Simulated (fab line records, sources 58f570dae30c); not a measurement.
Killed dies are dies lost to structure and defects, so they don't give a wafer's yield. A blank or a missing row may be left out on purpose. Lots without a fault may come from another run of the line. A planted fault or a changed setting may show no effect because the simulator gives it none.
fab line records | flow berkeley_cmos170
record lots=5 wafers=15 last_day=10
route steps=331 shown V1@256 M2@271
lots that met no fault: from a run of the same line without faults
start_h: hours from the record's first day to the start of the lot's first wafer shown | wait_h: hours since the lot's step before | " the same as in the row above | L1.1+2: a row that stands for several wafers | - no value, or no start given | * or withheld: withheld | < > ~ a bound
route shown NAME@n: a module of which the file shows steps, and the number in the route of the first | usual: mean/standard deviation of fault-free wafers | same: alike in all rows | chamber/n: place in a boat | sites: the reading at each site | _std_site: their standard deviation | _edge_site: outer sites' mean less inner sites' | radius_mm: how far each site lies from the wafer's centre | mask NAME#n: copy n | behind: the tool/chamber that last shaped the wafer | hold: why the lot was held/for how many hours/how that ended | device: the transistor (n, p or np) that didn't switch | end of line: the same wafers' tests at the end of the route | a step without rows: its recipe alone | killed: dies lost to structure and defects at the first sort, not the wafer's yield | map: a wafer's dies, x killed, . not, _ none there
set.NAME: the setting as run; set.NAME@STEP: as run at that earlier step | model.NAME: the simulator's own value behind a step, which no gauge read
lots at some steps of the route; a table a step, a row a wafer
services: from which hour (start_h, from the record's first day; less than 0 if before it) a tool's chamber was out of use, for how many hours, and why
## steps
# step UCB170_V1_CMP_02
# recipe material=SiO2 down_force_psi=6 platen_rpm=60 pad_velocity_m_s=0.75398
# usual head_pressure_psi=6.001/0.013 motor_current_A=16.6/1.1
# columns lot.wafer tool chamber start_h wait_h head_pressure_psi motor_current_A
L075.4 cmp-02 3 156.86 0.3 6.014 18.2
L075.6 " 2 " " 6.010 14.9
L075.5 " 3 " " 5.993 17.0
L078.2 cmp-01 3 166.21 0.1 5.983 18.0
L078.3 " 1 " " 6.008 16.5
L078.6 " 3 " " 5.980 18.2
L081.1 cmp-01 0 180.66 0.1 6.004 15.5
L081.2 " 1 " " 5.993 16.0
L081.6 " 0 " " 5.995 16.0
L084.2 cmp-02 2 188.10 0.1 6.006 15.9
L084.5 " 1 " " 6.018 17.1
L084.6 " 2 " " 6.014 15.4
L091.3 cmp-01 0 235.25 0.3 6.006 16.2
L091.4 " 2 " " 5.990 15.6
L091.5 " 3 " " 6.001 18.8
# step UCB170_V1_BOW_MEAS_03
# recipe mode=bow
# usual V1_BOW=18/6.7
# columns lot.wafer tool chamber start_h wait_h V1_BOW[um]
L075.4 film_metro-03 - 157.17 0.3 30
L075.5 " - " " 13
L075.6 " - " " 19
L078.2 film_metro-03 - 166.48 0.2 13
L078.3 " - " " 10
L078.6 " - " " 22
L081.1 film_metro-02 - 180.96 0.2 21
L081.2 " - " " 23
L081.6 " - " " 19
L084.2 film_metro-04 - 188.37 0.2 18
L084.5 " - " " 8
L084.6 " - " " 17
L091.3 film_metro-04 - 235.54 0.2 8
L091.4 " - " " 13
L091.5 " - " " 20
# step UCB170_V1_THK_MEAS_04
# recipe reads=SiO2_of_V1_CVD_00
# usual V1_POLISHED_THK=1000.2/1.4
# columns lot.wafer tool chamber start_h wait_h V1_POLISHED_THK[nm]
L075.4 film_metro-03 - 157.26 0.1 999.9
L075.5 " - " " 998.4
L075.6 " - " " 998.2
L078.2 film_metro-03 - 166.59 0.1 1000.7
L078.3 " - " " 1000.6
L078.6 " - " " 999.9
L081.1 film_metro-02 - 181.08 0.1 1003.4
L081.2 " - " " 1000.6
L081.6 " - " " 1002.1
L084.2 film_metro-04 - 188.48 0.1 1000.4
L084.5 " - " " 998.4
L084.6 " - " " 999.6
L091.3 film_metro-04 - 235.64 0.1 1001.6
L091.4 " - " " 999.0
L091.5 " - " " 999.2
# step UCB170_V1_CLEAN_05
# recipe chemistry=DIW
# columns lot.wafer tool chamber start_h wait_h
L075.4+5+6 wet_bench-01 3 157.29 0.0
L078.2+3+6 wet_bench-02 1 166.64 0.0
L081.1+2+6 wet_bench-03 3 181.14 0.1
L084.2+5+6 wet_bench-01 3 188.57 0.1
L091.3+4+5 wet_bench-02 2 239.20 3.6
# step UCB170_V1_HMDS_06
# recipe prime_time_s=60 prime_temp_c=100
# usual exhaust_pa=45.0/0.98
# columns lot.wafer tool chamber start_h wait_h exhaust_pa
L075.4 litho_track-04 0 157.54 0.1 44.3
L075.5 " 0 " " 46.1
L075.6 " 0 " " 45.7
L078.2 litho_track-04 0 167.05 0.2 42.6
L078.3 " 0 " " 43.2
L078.6 " 0 " " 44.1
L081.1 litho_track-03 0 181.47 0.2 44.6
L081.2 " 0 " " 44.8
L081.6 " 0 " " 45.6
L084.2 litho_track-03 0 188.87 0.1 43.7
L084.5 " 0 " " 44.7
L084.6 " 0 " " 45.5
L091.3 litho_track-04 0 239.45 0.1 46.4
L091.4 " 0 " " 46.4
L091.5 " 0 " " 46.1
# step UCB170_V1_COAT_07
# recipe resist=KrF spin_rpm=1500 resist_thk_nm=900
# usual exhaust_pa=45.0/0.84
# columns lot.wafer tool chamber start_h wait_h exhaust_pa
L075.4 litho_track-04 0 157.69 0.1 44.1
L075.5 " 0 " " 44.8
L075.6 " 0 " " 46.4
L078.2 litho_track-04 0 167.20 0.1 44.0
L078.3 " 0 " " 44.7
L078.6 " 0 " " 44.6
L081.1 litho_track-03 0 181.62 0.1 46.3
L081.2 " 0 " " 46.6
L081.6 " 0 " " 46.3
L084.2 litho_track-03 0 189.02 0.1 46.8
L084.5 " 0 " " 44.1
L084.6 " 0 " " 45.9
L091.3 litho_track-04 0 239.60 0.1 43.9
L091.4 " 0 " " 44.3
L091.5 " 0 " " 45.0
# step UCB170_V1_SOFTBAKE_08
# recipe resist=KrF temp_c=130 time_s=60
# usual exhaust_pa=44.9/0.93
# columns lot.wafer tool chamber start_h wait_h exhaust_pa
L075.4 litho_track-04 0 157.84 0.1 46.1
L075.5 " 0 " " 47.0
L075.6 " 0 " " 45.4
L078.2 litho_track-04 0 167.35 0.1 43.3
L078.3 " 0 " " 44.9
L078.6 " 0 " " 44.7
L081.1 litho_track-03 0 181.77 0.1 44.2
L081.2 " 0 " " 45.2
L081.6 " 0 " " 44.3
L084.2 litho_track-03 0 189.17 0.1 45.1
L084.5 " 0 " " 42.9
L084.6 " 0 " " 45.3
L091.3 litho_track-04 0 239.75 0.1 43.4
L091.4 " 0 " " 44.7
L091.5 " 0 " " 44.9
# step UCB170_V1_EXPOSE_09
# recipe mask_id=VIA1 target_cd_nm=700 na=0.5 sigma_outer=0.6 source_shape=conventional dose_mj=37
# columns lot.wafer tool chamber start_h wait_h mask
L075.4+5+6 krf_scanner-01 0 158.10 0.2 VIA1#0
L078.2+3+6 krf_scanner-02 0 167.69 0.3 VIA1#0
L081.1+2+6 krf_scanner-02 0 181.92 0.1 VIA1#0
L084.2+5+6 krf_scanner-02 0 189.31 0.1 VIA1#0
L091.3+4+5 krf_scanner-02 0 240.13 0.4 VIA1#0
# step UCB170_V1_PEB_10
# recipe peb_temp_c=130 peb_time_s=withheld resist=KrF
# usual exhaust_pa=45.1/0.93
# columns lot.wafer tool chamber start_h wait_h exhaust_pa
L075.4 litho_track-03 0 158.23 0.1 45.6
L075.5 " 0 " " 45.9
L075.6 " 0 " " 46.6
L078.2 litho_track-03 0 168.35 0.6 46.2
L078.3 " 0 " " 46.0
L078.6 " 0 " " 44.4
L081.1 litho_track-04 0 182.34 0.4 46.0
L081.2 " 0 " " 45.3
L081.6 " 0 " " 44.3
L084.2 litho_track-01 0 189.70 0.4 45.7
L084.5 " 0 " " 44.9
L084.6 " 0 " " 43.6
L091.3 litho_track-03 0 240.80 0.7 46.7
L091.4 " 0 " " 47.0
L091.5 " 0 " " 45.8
# step UCB170_V1_DEVELOP_11
# recipe developer=TMAH develop_time_s=44.23 resist=KrF dev_temp_c=21
# usual exhaust_pa=45.0/0.87
# columns lot.wafer tool chamber start_h wait_h exhaust_pa
L075.4 litho_track-03 0 - - 44.9
L075.5 " 0 " " 43.1
L075.6 " 0 " " 44.9
L078.2 litho_track-03 0 - - 44.4
L078.3 " 0 " " 45.2
L078.6 " 0 " " 44.8
L081.1 litho_track-04 0 - - 44.8
L081.2 " 0 " " 45.0
L081.6 " 0 " " 46.0
L084.2 litho_track-01 0 - - 44.8
L084.5 " 0 " " 45.0
L084.6 " 0 " " 46.2
L091.3 litho_track-03 0 - - 45.3
L091.4 " 0 " " 44.8
L091.5 " 0 " " 45.5
# step UCB170_V1_CD_MEAS_12
# recipe target_cd_nm=700
# usual cd_nm=700.2/1.4
# columns lot.wafer tool chamber start_h wait_h cd_nm
L075.4 cd_sem-02 - 158.49 - 700.3
L075.5 " - " " 700.8
L075.6 " - " " 700.1
L078.2 cd_sem-01 - 168.62 - 699.6
L078.3 " - " " 699.4
L078.6 " - " " 700.2
L081.1 cd_sem-02 - 182.61 - 701.9
L081.2 " - " " 702.6
L081.6 " - " " 703.3
L084.2 cd_sem-01 - 189.97 - 699.5
L084.5 " - " " 699.8
L084.6 " - " " 700.0
L091.3 cd_sem-01 - 241.06 - 700.6
L091.4 " - " " 699.7
L091.5 " - " " 701.2
# step UCB170_V1_OVL_MEAS_13
# usual V1_OVL=-1/5.8
# columns lot.wafer tool chamber start_h wait_h V1_OVL[nm]
L075.4 overlay-01 - 158.57 0.1 -6
L075.5 " - " " -16
L075.6 " - " " -10
L078.2 overlay-01 - 168.73 0.1 -6
L078.3 " - " " 3
L078.6 " - " " -5
L081.1 overlay-01 - 182.73 0.1 7
L081.2 " - " " -4
L081.6 " - " " -2
L084.2 overlay-02 - 190.07 0.1 2
L084.5 " - " " -4
L084.6 " - " " 5
L091.3 overlay-01 - 241.15 0.1 9
L091.4 " - " " -1
L091.5 " - " " 7
# step UCB170_V1_ETCH_14
# recipe chemistry=CHF3/CF4/Ar target=SiO2 stop_on=Al CHF3_flow_sccm=45 cf4_flow_sccm=15 Ar_flow_sccm=150 pressure_mtorr=200 rf_w=700 target_depth_a=12500 over_etch_frac=0.25 time_s=291
# usual drypump_motor_current_A=5.7/0.45 oes_product_au=0.872/0.016 throttle_valve_pct=6.98/0.13
# columns lot.wafer tool chamber start_h wait_h drypump_motor_current_A oes_product_au rf_hours_counter_h throttle_valve_pct
L075.4 rie_diel-04 1 158.59 0.0 5.2 0.891 80 7.03
L075.5 " 2 " " 6.3 0.864 - 6.93
L075.6 " 1 " " 5.2 0.892 - 7.04
L078.2 rie_diel-03 0 168.76 0.0 5.0 0.871 16 6.95
L078.3 " 3 " " 6.0 0.858 41 7.03
L078.6 " 1 " " 5.3 0.895 - 6.75
L081.1 rie_diel-02 0 182.77 0.0 5.5 0.870 22 7.17
L081.2 " 2 " " 5.4 0.873 38 7.13
L081.6 " 2 " " 5.3 0.858 - 7.12
L084.2 rie_diel-04 2 190.10 0.0 6.3 0.863 144 6.91
L084.5 " 2 " " 6.3 0.860 - 6.89
L084.6 " 3 " " 6.0 0.861 - 6.81
L091.3 rie_diel-03 1 241.18 0.0 5.3 0.891 35 6.75
L091.4 " 3 " " 6.1 0.845 43 7.02
L091.5 " 2 " " 6.2 0.858 - 7.04
# step UCB170_V1_STRIP_15
# recipe chemistry=O2 power_w=400 pressure_mtorr=3500 platen_temp_c=withheld o2_flow_sccm=400 overash_fraction=0.5
# usual drypump_motor_current_A=5.6/0.31 o2_flow_sccm=400.0/1.1 oes_product_au=0.722/0.0045 strip_time_to_endpoint_s=15.30/0.14
# columns lot.wafer tool chamber start_h wait_h drypump_motor_current_A o2_flow_sccm oes_product_au rf_hours_counter_h strip_time_to_endpoint_s
L075.4 plasma_asher-04 0 158.80 0.1 5.8 400.4 0.724 - 15.12
L075.5 " 0 " " 5.7 399.6 0.732 - 15.24
L075.6 " 1 " " 6.1 397.9 0.719 - 15.05
L078.2 plasma_asher-02 0 168.94 0.1 5.7 398.6 0.727 47 15.13
L078.3 " 1 " " 5.4 400.3 0.723 - 15.32
L078.6 " 0 " " 5.7 399.9 0.724 - 15.15
L081.1 plasma_asher-02 0 182.95 0.1 5.8 399.5 0.717 49 15.36
L081.2 " 1 " " 5.4 401.1 0.720 49 15.33
L081.6 " 0 " " 5.7 399.9 0.717 - 15.31
L084.2 plasma_asher-04 0 190.28 0.1 5.7 400.3 0.721 50 15.19
L084.5 " 0 " " 5.7 401.0 0.720 - 15.25
L084.6 " 1 " " 6.1 401.5 0.723 - 15.47
L091.3 plasma_asher-04 0 241.39 0.1 5.8 401.7 0.726 - 15.16
L091.4 " 1 " " 6.1 399.9 0.727 - 15.33
L091.5 " 1 " " 6.1 399.2 0.718 - 15.27
# step UCB170_V1_CD_MEAS_90
# recipe target_cd_nm=700
# usual cd_nm=700.7/1.5
# columns lot.wafer tool chamber start_h wait_h cd_nm
L075.4 cd_sem-02 - 158.93 0.1 700.9
L075.5 " - " " 701.2
L075.6 " - " " 700.8
L078.2 cd_sem-01 - 169.06 0.1 701.4
L078.3 " - " " 699.3
L078.6 " - " " 699.7
L081.1 cd_sem-02 - 183.05 0.1 700.6
L081.2 " - " " 703.7
L081.6 " - " " 704.3
L084.2 cd_sem-01 - 190.40 0.1 700.2
L084.5 " - " " 700.6
L084.6 " - " " 700.9
L091.3 cd_sem-02 - 241.49 0.1 700.6
L091.4 " - " " 699.3
L091.5 " - " " 702.0
# step UCB170_M2_PRE_CLEAN_00
# recipe gas=Ar preclean_etch_time_s=60
# columns lot.wafer tool chamber start_h wait_h
L075.4+5+6 pvd_sputter-02 - 158.99 0.0
L078.2+3+6 pvd_sputter-01 - 169.16 0.1
L081.1+2+6 pvd_sputter-01 - 183.17 0.1
L084.2+5+6 pvd_sputter-03 - 190.50 0.1
L091.3+4+5 pvd_sputter-02 - 241.57 0.1
# step UCB170_M2_SPUTTER_01
# recipe material=Al target_thk_nm=900 time_s=120 power_w=6000 chamber_pressure_pa=0.5
# usual throttle_valve_pct=29.7/0.71
# columns lot.wafer tool chamber start_h wait_h throttle_valve_pct
L075.4 pvd_sputter-02 - 159.05 0.0 29.7
L075.5 " - " " 28.5
L075.6 " - " " 29.7
L078.2 pvd_sputter-01 - 169.22 0.0 30.7
L078.3 " - " " 29.8
L078.6 " - " " 29.6
L081.1 pvd_sputter-01 - 183.23 0.0 30.9
L081.2 " - " " 29.5
L081.6 " - " " 30.8
L084.2 pvd_sputter-03 - 190.57 0.0 29.1
L084.5 " - " " 28.9
L084.6 " - " " 29.2
L091.3 pvd_sputter-02 - 241.64 0.0 29.0
L091.4 " - " " 30.8
L091.5 " - " " 29.1
# step UCB170_M2_RS_MEAS_02
# recipe thk_meas_gauge=four-point-probe reads=Al_of_M2_SPUTTER_01
# usual M2_AL_RS=0.0321/0.00041
# columns lot.wafer tool chamber start_h wait_h M2_AL_RS[ohm/sq]
L075.4 film_metro-04 - 159.20 0.1 0.0313
L075.5 " - " " 0.0320
L075.6 " - " " 0.0314
L078.2 film_metro-04 - 169.33 0.1 0.0325
L078.3 " - " " 0.0324
L078.6 " - " " 0.0321
L081.1 film_metro-04 - 183.32 0.0 0.0323
L081.2 " - " " 0.0322
L081.6 " - " " 0.0322
L084.2 film_metro-04 - 190.67 0.1 0.0317
L084.5 " - " " 0.0321
L084.6 " - " " 0.0318
L091.3 film_metro-03 - 241.76 0.1 0.0323
L091.4 " - " " 0.0323
L091.5 " - " " 0.0326
# step UCB170_M2_THK_MEAS_03
# recipe thk_meas_gauge=xrf reads=Al_of_M2_SPUTTER_01
# usual M2_AL_THK=917/14
# columns lot.wafer tool chamber start_h wait_h M2_AL_THK[nm]
L075.4 film_metro-04 - 159.29 0.1 943
L075.5 " - " " 917
L075.6 " - " " 941
L078.2 film_metro-04 - 169.44 0.1 900
L078.3 " - " " 906
L078.6 " - " " 915
L081.1 film_metro-04 - 183.44 0.1 911
L081.2 " - " " 909
L081.6 " - " " 913
L084.2 film_metro-04 - 190.78 0.1 925
L084.5 " - " " 918
L084.6 " - " " 920
L091.3 film_metro-03 - 241.86 0.1 917
L091.4 " - " " 917
L091.5 " - " " 908
# step UCB170_M2_HMDS_04
# recipe prime_time_s=60 prime_temp_c=100
# usual exhaust_pa=44.9/0.91
# columns lot.wafer tool chamber start_h wait_h exhaust_pa
L075.4 litho_track-02 0 159.40 0.1 44.4
L075.5 " 0 " " 44.8
L075.6 " 0 " " 44.7
L078.2 litho_track-02 0 169.51 0.1 44.6
L078.3 " 0 " " 44.0
L078.6 " 0 " " 44.6
L081.1 litho_track-04 0 183.50 0.1 45.3
L081.2 " 0 " " 44.9
L081.6 " 0 " " 45.0
L084.2 litho_track-02 0 191.31 0.5 45.0
L084.5 " 0 " " 45.3
L084.6 " 0 " " 44.7
L091.3 litho_track-03 0 241.97 0.1 45.1
L091.4 " 0 " " 44.1
L091.5 " 0 " " 45.8
# step UCB170_M2_COAT_05
# recipe resist=KrF spin_rpm=1500 resist_thk_nm=900
# usual exhaust_pa=45.0/0.85
# columns lot.wafer tool chamber start_h wait_h exhaust_pa
L075.4 litho_track-02 0 159.55 0.1 46.7
L075.5 " 0 " " 45.4
L075.6 " 0 " " 46.5
L078.2 litho_track-02 0 169.66 0.1 43.8
L078.3 " 0 " " 44.7
L078.6 " 0 " " 44.4
L081.1 litho_track-04 0 183.65 0.1 45.8
L081.2 " 0 " " 45.7
L081.6 " 0 " " 45.0
L084.2 litho_track-02 0 191.46 0.1 45.8
L084.5 " 0 " " 45.8
L084.6 " 0 " " 45.8
L091.3 litho_track-03 0 242.12 0.1 44.0
L091.4 " 0 " " 44.3
L091.5 " 0 " " 44.5
# step UCB170_M2_SOFTBAKE_06
# recipe resist=KrF temp_c=130 time_s=60
# usual exhaust_pa=44.8/0.93
# columns lot.wafer tool chamber start_h wait_h exhaust_pa
L075.4 litho_track-02 0 159.70 0.1 45.5
L075.5 " 0 " " 45.0
L075.6 " 0 " " 44.9
L078.2 litho_track-02 0 169.81 0.1 45.7
L078.3 " 0 " " 45.5
L078.6 " 0 " " 46.4
L081.1 litho_track-04 0 183.80 0.1 44.6
L081.2 " 0 " " 44.7
L081.6 " 0 " " 44.0
L084.2 litho_track-02 0 191.61 0.1 45.6
L084.5 " 0 " " 45.3
L084.6 " 0 " " 45.3
L091.3 litho_track-03 0 242.27 0.1 45.4
L091.4 " 0 " " 46.0
L091.5 " 0 " " 46.4
# step UCB170_M2_STRIP_07
# recipe chemistry=O2 power_w=400 pressure_mtorr=3500 platen_temp_c=withheld o2_flow_sccm=400 overash_fraction=0.5
# usual drypump_motor_current_A=5.6/0.51 o2_flow_sccm=400.0/1.2 oes_product_au=0.734/0.0046 strip_time_to_endpoint_s=21.97/0.058
# columns lot.wafer tool chamber start_h wait_h drypump_motor_current_A o2_flow_sccm oes_product_au rf_hours_counter_h strip_time_to_endpoint_s
L075.4 plasma_asher-04 1 159.81 0.1 6.1 401.4 0.725 - 22.07
L075.5 " 1 " " 6.1 401.8 0.728 - 21.99
L075.6 " 0 " " 5.8 398.5 0.736 - 22.00
L078.2 plasma_asher-03 0 169.94 0.1 6.3 399.9 0.733 41 22.04
L078.3 " 1 " " 5.0 399.7 0.737 - 22.04
L078.6 " 1 " " 5.0 400.3 0.735 - 22.05
L081.1 plasma_asher-04 1 183.95 0.1 6.1 401.1 0.735 49 21.94
L081.2 " 0 " " 5.8 398.7 0.746 49 21.93
L081.6 " 0 " " 5.8 400.2 0.738 - 21.96
L084.2 plasma_asher-01 1 191.73 0.1 5.2 401.6 0.732 8 21.99
L084.5 " 0 " " 5.3 399.2 0.736 - 21.93
L084.6 " 1 " " 5.2 401.3 0.733 - 21.97
L091.3 plasma_asher-04 0 242.40 0.1 5.8 401.3 0.734 - 22.08
L091.4 " 1 " " 6.2 400.1 0.739 - 22.03
L091.5 " 1 " " 6.1 400.3 0.730 - 21.99
# step UCB170_M2_STRIP_08
# recipe chemistry=DMSO temp_c=80 time_s=600 material=KrF
# columns lot.wafer tool chamber start_h wait_h
L075.4+5+6 wet_bench-04 1 160.01 0.2
L078.2+3+6 wet_bench-04 0 170.04 0.1
L081.1+2+6 wet_bench-04 2 184.05 0.1
L084.2+5+6 wet_bench-04 0 191.96 0.2
L091.3+4+5 wet_bench-01 0 243.45 1.0
# step UCB170_M2_COAT_09
# recipe resist=BARC temp_c=withheld time_s=withheld spin_rpm=3000 resist_thk_nm=withheld
# usual exhaust_pa=44.9/0.86
# columns lot.wafer tool chamber start_h wait_h exhaust_pa
L075.4 litho_track-03 0 160.28 0.1 45.6
L075.5 " 0 " " 45.7
L075.6 " 0 " " 45.2
L078.2 litho_track-03 0 170.24 0.0 44.5
L078.3 " 0 " " 44.8
L078.6 " 0 " " 44.4
L081.1 litho_track-03 0 184.24 0.0 47.1
L081.2 " 0 " " 45.5
L081.6 " 0 " " 46.0
L084.2 litho_track-03 0 192.16 0.0 44.5
L084.5 " 0 " " 45.8
L084.6 " 0 " " 45.6
L091.3 litho_track-02 0 243.68 0.1 45.5
L091.4 " 0 " " 45.9
L091.5 " 0 " " 43.8
# step UCB170_M2_COAT_10
# recipe resist=KrF spin_rpm=1500 resist_thk_nm=900
# usual exhaust_pa=44.8/0.92
# columns lot.wafer tool chamber start_h wait_h exhaust_pa
L075.4 litho_track-03 0 - - 44.8
L075.5 " 0 " " 44.7
L075.6 " 0 " " 44.2
L078.2 litho_track-03 0 - - 44.4
L078.3 " 0 " " 43.7
L078.6 " 0 " " 43.7
L081.1 litho_track-03 0 - - 45.6
L081.2 " 0 " " 43.3
L081.6 " 0 " " 44.4
L084.2 litho_track-03 0 - - 43.2
L084.5 " 0 " " 45.2
L084.6 " 0 " " 44.2
L091.3 litho_track-02 0 - - 44.6
L091.4 " 0 " " 44.4
L091.5 " 0 " " 44.1
# step UCB170_M2_SOFTBAKE_11
# recipe resist=KrF temp_c=130 time_s=62.19
# usual exhaust_pa=45.1/0.9 plate_sensor_t_centre_C=131.41/0.01 plate_sensor_t_edge_C=131.53/0.0092
# columns lot.wafer tool chamber start_h wait_h exhaust_pa plate_sensor_t_centre_C plate_sensor_t_edge_C
L075.4 litho_track-03 0 - - 46.2 131.43 131.53
L075.5 " 0 " " 44.4 131.42 131.54
L075.6 " 0 " " 45.0 131.4 131.53
L078.2 litho_track-03 0 - - 46.0 131.4 131.54
L078.3 " 0 " " 45.7 131.42 131.53
L078.6 " 0 " " 45.1 131.4 131.51
L081.1 litho_track-03 0 - - 45.0 131.43 131.55
L081.2 " 0 " " 45.5 131.42 131.53
L081.6 " 0 " " 45.0 131.43 131.51
L084.2 litho_track-03 0 - - 46.2 131.4 131.53
L084.5 " 0 " " 45.7 131.42 131.52
L084.6 " 0 " " 44.9 131.41 131.52
L091.3 litho_track-02 0 - - 44.0 131.41 131.53
L091.4 " 0 " " 44.1 131.4 131.53
L091.5 " 0 " " 44.7 131.4 131.55
# step UCB170_M2_EXPOSE_12
# recipe mask_id=METAL2 target_cd_nm=700 na=0.5 sigma_outer=0.6 source_shape=conventional dose_mj=26
# columns lot.wafer tool chamber start_h wait_h mask
L075.4+5+6 krf_scanner-01 0 160.95 - METAL2#0
L078.2+3+6 krf_scanner-02 0 170.68 - METAL2#0
L081.1+2+6 krf_scanner-01 0 184.69 - METAL2#0
L084.2+5+6 krf_scanner-02 0 192.61 - METAL2#0
L091.3+4+5 krf_scanner-01 0 244.12 - METAL2#0
# step UCB170_M2_PEB_13
# recipe peb_temp_c=130 peb_time_s=withheld resist=KrF
# usual exhaust_pa=44.9/0.83
# columns lot.wafer tool chamber start_h wait_h exhaust_pa
L075.4 litho_track-03 0 161.09 0.1 45.8
L075.5 " 0 " " 43.9
L075.6 " 0 " " 45.6
L078.2 litho_track-02 0 170.90 0.2 45.9
L078.3 " 0 " " 45.4
L078.6 " 0 " " 46.4
L081.1 litho_track-02 0 184.80 0.1 44.8
L081.2 " 0 " " 44.5
L081.6 " 0 " " 43.9
L084.2 litho_track-03 0 193.06 0.4 44.6
L084.5 " 0 " " 44.9
L084.6 " 0 " " 44.4
L091.3 litho_track-04 0 244.24 0.1 46.4
L091.4 " 0 " " 44.3
L091.5 " 0 " " 47.0
# step UCB170_M2_DEVELOP_14
# recipe developer=TMAH develop_time_s=45 resist=KrF dev_temp_c=21
# usual exhaust_pa=45.0/1
# columns lot.wafer tool chamber start_h wait_h exhaust_pa
L075.4 litho_track-03 0 - - 44.5
L075.5 " 0 " " 44.3
L075.6 " 0 " " 45.3
L078.2 litho_track-02 0 - - 46.1
L078.3 " 0 " " 46.4
L078.6 " 0 " " 46.2
L081.1 litho_track-02 0 - - 45.2
L081.2 " 0 " " 44.8
L081.6 " 0 " " 46.0
L084.2 litho_track-03 0 - - 44.5
L084.5 " 0 " " 45.2
L084.6 " 0 " " 43.8
L091.3 litho_track-04 0 - - 43.5
L091.4 " 0 " " 45.5
L091.5 " 0 " " 45.5
# step UCB170_M2_CD_MEAS_15
# recipe target_cd_nm=700
# usual cd_nm=700.2/1.4
# columns lot.wafer tool chamber start_h wait_h cd_nm
L075.4 cd_sem-02 - 161.35 - 699.9
L075.5 " - " " 698.5
L075.6 " - " " 698.5
L078.2 cd_sem-01 - 171.17 - 700.4
L078.3 " - " " 701.7
L078.6 " - " " 701.2
L081.1 cd_sem-02 - 185.08 - 699.4
L081.2 " - " " 699.5
L081.6 " - " " 699.8
L084.2 cd_sem-01 - 193.33 - 701.2
L084.5 " - " " 699.2
L084.6 " - " " 699.1
L091.3 cd_sem-02 - 244.51 - 701.6
L091.4 " - " " 701.8
L091.5 " - " " 701.0
# step UCB170_M2_OVL_MEAS_16
# usual M2_OVL=0/6.4
# columns lot.wafer tool chamber start_h wait_h M2_OVL[nm]
L075.4 overlay-01 - 161.42 0.1 6
L075.5 " - " " 5
L075.6 " - " " 2
L078.2 overlay-01 - 171.27 0.1 -2
L078.3 " - " " 0
L078.6 " - " " -1
L081.1 overlay-02 - 185.20 0.1 8
L081.2 " - " " 12
L081.6 " - " " 8
L084.2 overlay-02 - 193.44 0.1 2
L084.5 " - " " 2
L084.6 " - " " 5
L091.3 overlay-01 - 244.60 0.1 4
L091.4 " - " " 3
L091.5 " - " " 6
# step UCB170_M2_ETCH_17
# recipe chemistry=N2/H2 target_depth_a=withheld overetch_a=withheld target=BARC time_s=withheld source_w=500 bias_w=100 pressure_mtorr=30 n2_flow_sccm=100 h2_flow_sccm=200
# usual bias_w=100.01/0.25 drypump_motor_current_A=5.9/0.43 n2_flow_sccm=100.02/0.29 oes_product_au=1.013/0.021 throttle_valve_pct=13.26/0.21
# columns lot.wafer tool chamber start_h wait_h bias_w drypump_motor_current_A n2_flow_sccm oes_product_au throttle_valve_pct
L075.4 rie_diel-01 2 161.44 0.0 99.78 5.8 99.97 1.038 12.96
L075.5 " 3 " " 100.02 6.3 99.95 1.026 13.45
L075.6 " 0 " " 100.33 5.9 100.04 0.998 13.48
L078.2 rie_diel-04 3 171.30 0.0 100.27 6.0 99.80 0.986 13.12
L078.3 " 1 " " 99.88 5.2 100.23 1.048 13.46
L078.6 " 3 " " 100.11 6.0 100.06 0.976 13.11
L081.1 rie_diel-03 0 185.24 0.0 100.15 5.0 100.29 1.030 13.36
L081.2 " 1 " " 100.00 5.3 99.89 1.021 12.99
L081.6 " 0 " " 99.86 5.0 100.44 1.029 13.36
L084.2 rie_diel-01 0 193.47 0.0 99.45 5.8 100.05 1.002 13.48
L084.5 " 0 " " 99.70 5.9 99.88 1.009 13.48
L084.6 " 1 " " 99.78 6.3 100.13 1.003 13.19
L091.3 rie_diel-03 2 244.62 0.0 99.72 6.2 99.78 0.997 13.57
L091.4 " 1 " " 99.61 5.3 100.21 1.031 12.96
L091.5 " 2 " " 99.85 6.2 99.82 0.999 13.57
# step UCB170_M2_METAL_ETCH_18
# recipe chemistry=Cl2/BCl3 target=Al stop_on=SiO2 pressure_mtorr=12 target_depth_a=11700 over_etch_frac=0.3 time_s=195 icp_w=600 bias_w=120 Cl2_flow_sccm=90 bcl3_flow_sccm=45
# usual bias_w=120.0/0.36 drypump_motor_current_A=5.4/0.52 mfc_cl2_sccm=89.97/0.25 oes_product_au=0.859/0.013 throttle_valve_pct=24.38/0.23
# columns lot.wafer tool chamber start_h wait_h bias_w drypump_motor_current_A mfc_cl2_sccm oes_product_au rf_hours_counter_h throttle_valve_pct
L075.4 rie_metal-03 0 161.55 - 119.3 5.5 90.08 0.890 - 24.00
L075.5 " 0 " " 119.8 5.5 90.12 0.877 - 24.01
L075.6 " 1 " " 120.0 5.3 89.75 0.882 - 24.49
L078.2 rie_metal-02 0 171.35 - 120.1 4.7 90.32 0.848 3 24.52
L078.3 " 1 " " 119.9 6.3 89.59 0.838 - 24.13
L078.6 " 0 " " 120.2 4.7 89.99 0.851 - 24.52
L081.1 rie_metal-03 0 185.28 - 120.0 5.5 90.05 0.866 1 24.02
L081.2 " 1 " " 119.4 5.3 89.83 0.869 8 24.50
L081.6 " 0 " " 119.7 5.6 89.96 0.874 - 24.00
L084.2 rie_metal-02 0 193.51 - 120.8 4.7 89.65 0.858 4 24.53
L084.5 " 1 " " 119.9 6.3 89.91 0.842 - 24.12
L084.6 " 0 " " 120.6 4.7 90.16 0.864 - 24.51
L091.3 rie_metal-03 0 244.73 - 120.5 5.6 89.27 0.870 - 24.02
L091.4 " 1 " " 120.1 5.3 90.16 0.862 - 24.50
L091.5 " 0 " " 120.3 5.6 89.99 0.873 - 24.01
## services
# columns tool chamber start_h hours kind
wet_bench-04 - 136.41 1.5 repair
pvd_sputter-03 - 136.53 6.2 repair
cmp-01 - 141.91 18.6 pm
krf_scanner-01 - 144.90 0.8 pm
krf_scanner-01 - 146.62 1.3 pm
rie_diel-04 2 147.36 1.2 repair
rie_metal-02 - 159.52 1.4 pm
cmp-02 - 160.51 4.4 pm
krf_scanner-02 - 171.65 1.0 pm
rie_diel-03 - 182.64 1.0 repair
rie_diel-03 3 185.49 9.0 repair
wet_bench-01 - 195.35 0.9 repair
pvd_sputter-03 - 195.92 5.0 repair
pvd_sputter-01 - 199.27 3.1 repair
pvd_sputter-01 - 206.78 0.5 repair
pvd_sputter-02 - 210.42 9.8 repair
krf_scanner-02 - 210.50 4.0 pm
krf_scanner-01 - 214.52 4.0 pm
rie_diel-03 2 224.49 6.0 repair
rie_diel-04 - 229.03 28.1 pm
cmp-02 - 232.10 4.0 pm
krf_scanner-02 - 237.65 0.8 pm
krf_scanner-02 - 242.52 4.1 repair
cmp-01 - 243.27 4.2 pm
## key
fault none
